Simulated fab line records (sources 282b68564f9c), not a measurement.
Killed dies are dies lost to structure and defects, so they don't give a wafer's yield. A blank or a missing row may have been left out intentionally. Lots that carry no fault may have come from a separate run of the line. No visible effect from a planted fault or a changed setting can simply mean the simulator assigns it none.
The same fault as seen by 2 desks | flow rit cmos | what lay behind the numbers comes last; until then each desk has only its own

## METROLOGY DESK
Means of the sampled wafers that have a number, per lot and without regard to the tool the lot ran on: this is what the gauges read. If a lot's mean is further than 4 standard deviations from the usual mean, the lot is out of limits and carries the mark OUT (the distance appears in the brackets).
Columns: A = GATE_OXIDE_THK at RIT_GATE_THK_MEAS_07, usual 3.03 nm
lot  | first seen here | A
L199 | day 2 13:13     | 3.05
L200 | day 2 19:29     | 3.02
L201 | day 3 03:01     | 3.06
L202 | day 3 05:46     | 3.07
L203 | day 3 07:07     | 3.06
L204 | day 3 16:04     | 3.06
L209 | day 4 18:07     | 3.00
L210 | day 4 19:09     | 2.45 (-9.7) OUT
L213 | day 5 11:55     | 2.45 (-9.6) OUT
L215 | day 5 22:36     | 3.06
L216 | day 6 02:43     | 3.11
L217 | day 6 05:52     | 3.05
L218 | day 6 10:18     | 3.10
L221 | day 7 01:01     | 3.09
This desk reports L210, L213 out of limits; the earliest was L210 at day 4 19:09 (GATE_OXIDE_THK at RIT_GATE_THK_MEAS_07). L199, L200, L201, L202, L203, L204, L209, L215, L216, L217, L218, L221: within limits.

## DESK OF THE TOOL OWNER: furnace-04
The tool's own readings at RIT_GATE_OXIDATION_05 (target thk 3 nm, ox time 270 s): means of the sampled wafers that have a number, for each lot that ran on this tool. If a lot's mean is further than 4 standard deviations from the usual mean, the lot is out of limits and carries the mark OUT (the distance appears in the brackets).
Columns: A = spike tc centre C at RIT_GATE_OXIDATION_05, usual 902.6 C; B = spike tc load C at RIT_GATE_OXIDATION_05, usual 926.3 C; C = spike tc source C at RIT_GATE_OXIDATION_05, usual 926.4 C; D = zone power source pct at RIT_GATE_OXIDATION_05, usual 27.2 %
lot  | first seen here | A               | B               | C                | D
L199 | day 2 10:44     | 902.4           | 926.3           | 928.5            | 25.8
L200 | day 2 16:08     | 901.9           | 925.8           | 929.0            | 25.8
L210 | day 4 17:50     | 886.3 (-15) OUT | 910.0 (-10) OUT | 913.1 (-5.5) OUT | 24.8
L213 | day 5 10:34     | 886.0 (-15) OUT | 909.7 (-10) OUT | 913.8 (-5.3) OUT | 25.0
This desk finds L210, L213 out of limits, L210 being first, at day 4 17:50 (spike tc centre C at RIT_GATE_OXIDATION_05). L199, L200: within limits.

## ALL TOGETHER
An alarm could have come from the tool owner's desk at day 4 17:50, on L210, L213.
An alarm was possible from the metrology desk at day 4 19:09, on L210, L213.
Of the lots named, all ran RIT_GATE_OXIDATION_05 on furnace-04.

## WHAT HAD BEEN PUT IN BY THE SIMULATOR
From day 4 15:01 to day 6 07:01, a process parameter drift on furnace-04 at RIT_GATE_OXIDATION_05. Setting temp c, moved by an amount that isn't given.
Lots struck among those shown: L210, L213.
Delay (hours) between the fault's onset and each desk's first out-of-limits reading: 3 at the tool owner's desk, 4 at the metrology desk.
